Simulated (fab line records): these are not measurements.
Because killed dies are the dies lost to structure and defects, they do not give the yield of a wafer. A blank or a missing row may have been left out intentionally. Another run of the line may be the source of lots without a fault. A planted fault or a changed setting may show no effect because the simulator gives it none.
Split-lot study :: flow berkeley-cmos170 :: on a route of 331 steps: 5 lots, 23 wafers read

## ON THE SPLIT
At UCB170_SILICIDE_SPUTTER_01 (material Ti, target thk 30 nm, time 25 s), the setting time-s was moved away from the recipe's 25 s on 9 of the 23 wafers read, by -14.2% to +7.0%. This setting was run at the recipe's value on the other wafers.

## BETWEEN THE SPLIT AND THE READING: the file shows 1 step in between
- UCB170_SILICIDE_RS_MEAS_02: measures by four-point-probe

## THE READING
SILICIDE_TI_THK, in nm, at UCB170_SILICIDE_THK_MEAS_03 (measures by xrf). Typical for fault-free wafers on this fab line: 29.6 nm, with standard deviation 0.48 nm.

wafer: L074.1
tool, chamber at the split: pvd-sputter-03, -
time-s as run, s: 25
against the recipe: recipe
SILICIDE_TI_THK, nm: 29.5
against lot-mates on the recipe: -

wafer: L074.2
tool, chamber at the split: pvd-sputter-03, -
time-s as run, s: 25
against the recipe: recipe
SILICIDE_TI_THK, nm: 28.7
against lot-mates on the recipe: -

wafer: L074.3
tool, chamber at the split: pvd-sputter-03, -
time-s as run, s: 25
against the recipe: recipe
SILICIDE_TI_THK, nm: 29.5
against lot-mates on the recipe: -

wafer: L080.2
tool, chamber at the split: pvd-sputter-03, -
time-s as run, s: 26.38
against the recipe: +5.5%
SILICIDE_TI_THK, nm: 30.6
against lot-mates on the recipe: +1.2

wafer: L080.3
tool, chamber at the split: pvd-sputter-03, -
time-s as run, s: 26.38
against the recipe: +5.5%
SILICIDE_TI_THK, nm: 31.4
against lot-mates on the recipe: +2.0

wafer: L080.4
tool, chamber at the split: pvd-sputter-03, -
time-s as run, s: 25
against the recipe: recipe
SILICIDE_TI_THK, nm: 29.7
against lot-mates on the recipe: -

wafer: L080.5
tool, chamber at the split: pvd-sputter-03, -
time-s as run, s: 25
against the recipe: recipe
SILICIDE_TI_THK, nm: 28.5
against lot-mates on the recipe: -

wafer: L080.6
tool, chamber at the split: pvd-sputter-03, -
time-s as run, s: 25
against the recipe: recipe
SILICIDE_TI_THK, nm: 29.9
against lot-mates on the recipe: -

wafer: L076.1
tool, chamber at the split: pvd-sputter-04, -
time-s as run, s: 25
against the recipe: recipe
SILICIDE_TI_THK, nm: 30.1
against lot-mates on the recipe: -

wafer: L076.2
tool, chamber at the split: pvd-sputter-04, -
time-s as run, s: 21.45
against the recipe: -14.2%
SILICIDE_TI_THK, nm: 26.1
against lot-mates on the recipe: -3.6

wafer: L076.3
tool, chamber at the split: pvd-sputter-04, -
time-s as run, s: 25
against the recipe: recipe
SILICIDE_TI_THK, nm: 29.4
against lot-mates on the recipe: -

wafer: L076.4
tool, chamber at the split: pvd-sputter-04, -
time-s as run, s: 21.45
against the recipe: -14.2%
SILICIDE_TI_THK, nm: 25.7
against lot-mates on the recipe: -4.1

wafer: L076.5
tool, chamber at the split: pvd-sputter-04, -
time-s as run, s: 21.45
against the recipe: -14.2%
SILICIDE_TI_THK, nm: 25.8
against lot-mates on the recipe: -3.9

wafer: L079.1
tool, chamber at the split: pvd-sputter-01, -
time-s as run, s: 25
against the recipe: recipe
SILICIDE_TI_THK, nm: 29.7
against lot-mates on the recipe: -

wafer: L079.2
tool, chamber at the split: pvd-sputter-01, -
time-s as run, s: 25
against the recipe: recipe
SILICIDE_TI_THK, nm: 29.6
against lot-mates on the recipe: -

wafer: L079.3
tool, chamber at the split: pvd-sputter-01, -
time-s as run, s: 26.75
against the recipe: +7.0%
SILICIDE_TI_THK, nm: 32.4
against lot-mates on the recipe: +2.7

wafer: L079.4
tool, chamber at the split: pvd-sputter-01, -
time-s as run, s: 25
against the recipe: recipe
SILICIDE_TI_THK, nm: 29.9
against lot-mates on the recipe: -

wafer: L079.6
tool, chamber at the split: pvd-sputter-01, -
time-s as run, s: 26.75
against the recipe: +7.0%
SILICIDE_TI_THK, nm: 31.3
against lot-mates on the recipe: +1.6

wafer: L081.1
tool, chamber at the split: pvd-sputter-04, -
time-s as run, s: 25
against the recipe: recipe
SILICIDE_TI_THK, nm: 29.2
against lot-mates on the recipe: -

wafer: L081.2
tool, chamber at the split: pvd-sputter-04, -
time-s as run, s: 23.24
against the recipe: -7.0%
SILICIDE_TI_THK, nm: 27.7
against lot-mates on the recipe: -1.7

wafer: L081.3
tool, chamber at the split: pvd-sputter-04, -
time-s as run, s: 25
against the recipe: recipe
SILICIDE_TI_THK, nm: 29.5
against lot-mates on the recipe: -

wafer: L081.4
tool, chamber at the split: pvd-sputter-04, -
time-s as run, s: 25
against the recipe: recipe
SILICIDE_TI_THK, nm: 29.4
against lot-mates on the recipe: -

wafer: L081.5
tool, chamber at the split: pvd-sputter-04, -
time-s as run, s: 23.24
against the recipe: -7.0%
SILICIDE_TI_THK, nm: 27.4
against lot-mates on the recipe: -2.0

FIT RESULTS
A straight line over all 23 wafers: SILICIDE_TI_THK changes by +0.27 nm for each +1% of time-s; r = +0.97; the points scatter about the line by 0.44 nm.
The same after taking each lot's own level away (the mean of its wafers on the recipe; 23 wafers): +0.278 nm for each +1%; r = +0.98; scatter 0.38 nm.
Per that fit: largest time-s move, reading shift of 4 nm.
Across the lots, their own levels run from 29.23 to 29.75 nm, a range of 1.1 times the standard deviation given above.
Consequently the slope shifts little with the lot-to-lot level, the two slopes agreeing.
Check: -3.99 nm against its lot-mates is what the line predicts for one of the wafers moved furthest among these (-14.2%) when that wafer is left out of the fit. It came out at -3.65 nm against them.

## THESE WAFERS: OTHER SPLITS
Before the reading, these wafers also passed through other splits. Each is held against what the fit with the lots' levels taken away leaves over:
other split on the same wafers: UCB170_NWELL_OXIDATION_01 temp-c
wafers away from the commonest value: 18
r with SILICIDE_TI_THK (lot level and that fit taken away): -0.01

other split on the same wafers: UCB170_NWELL_COAT_07 resist-thk-nm
wafers away from the commonest value: 7
r with SILICIDE_TI_THK (lot level and that fit taken away): -0.09

other split on the same wafers: UCB170_PFIELD_COAT_01 spin-rpm
wafers away from the commonest value: 6
r with SILICIDE_TI_THK (lot level and that fit taken away): -0.03

other split on the same wafers: UCB170_GATE_CVD_04 pressure-mtorr
wafers away from the commonest value: 18
r with SILICIDE_TI_THK (lot level and that fit taken away): +0.00

other split on the same wafers: UCB170_PSD_IMPLANT_08 energy-kev
wafers away from the commonest value: 11
r with SILICIDE_TI_THK (lot level and that fit taken away): -0.01

other split on the same wafers: UCB170_NSD_COAT_01 resist-thk-nm
wafers away from the commonest value: 7
r with SILICIDE_TI_THK (lot level and that fit taken away): -0.18

## THE WHOLE CHAIN: every reading that the file lists as answering this split, in the file's order
step: UCB170_SILICIDE_SPUTTER_01
what it does: material Ti, target thk 30 nm, time 25 s
reading: Ti_of_SILICIDE_SPUTTER_01.thk-nm (the simulator's own value, which no gauge read)
change (the file's fit): +0.274 nm for each +1% of the setting
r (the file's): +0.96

step: UCB170_SILICIDE_RS_MEAS_02
what it does: measures by four-point-probe
reading: SILICIDE_TI_RS
change (the file's fit): -0.311 for each +1% of the setting
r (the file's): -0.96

step: UCB170_SILICIDE_THK_MEAS_03
what it does: measures by xrf
reading: SILICIDE_TI_THK
change (the file's fit): +0.278 for each +1% of the setting
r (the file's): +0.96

## THE FILE'S OWN FIT
SILICIDE_TI_THK changes by +0.278 nm for each +1% of time-s, r = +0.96.
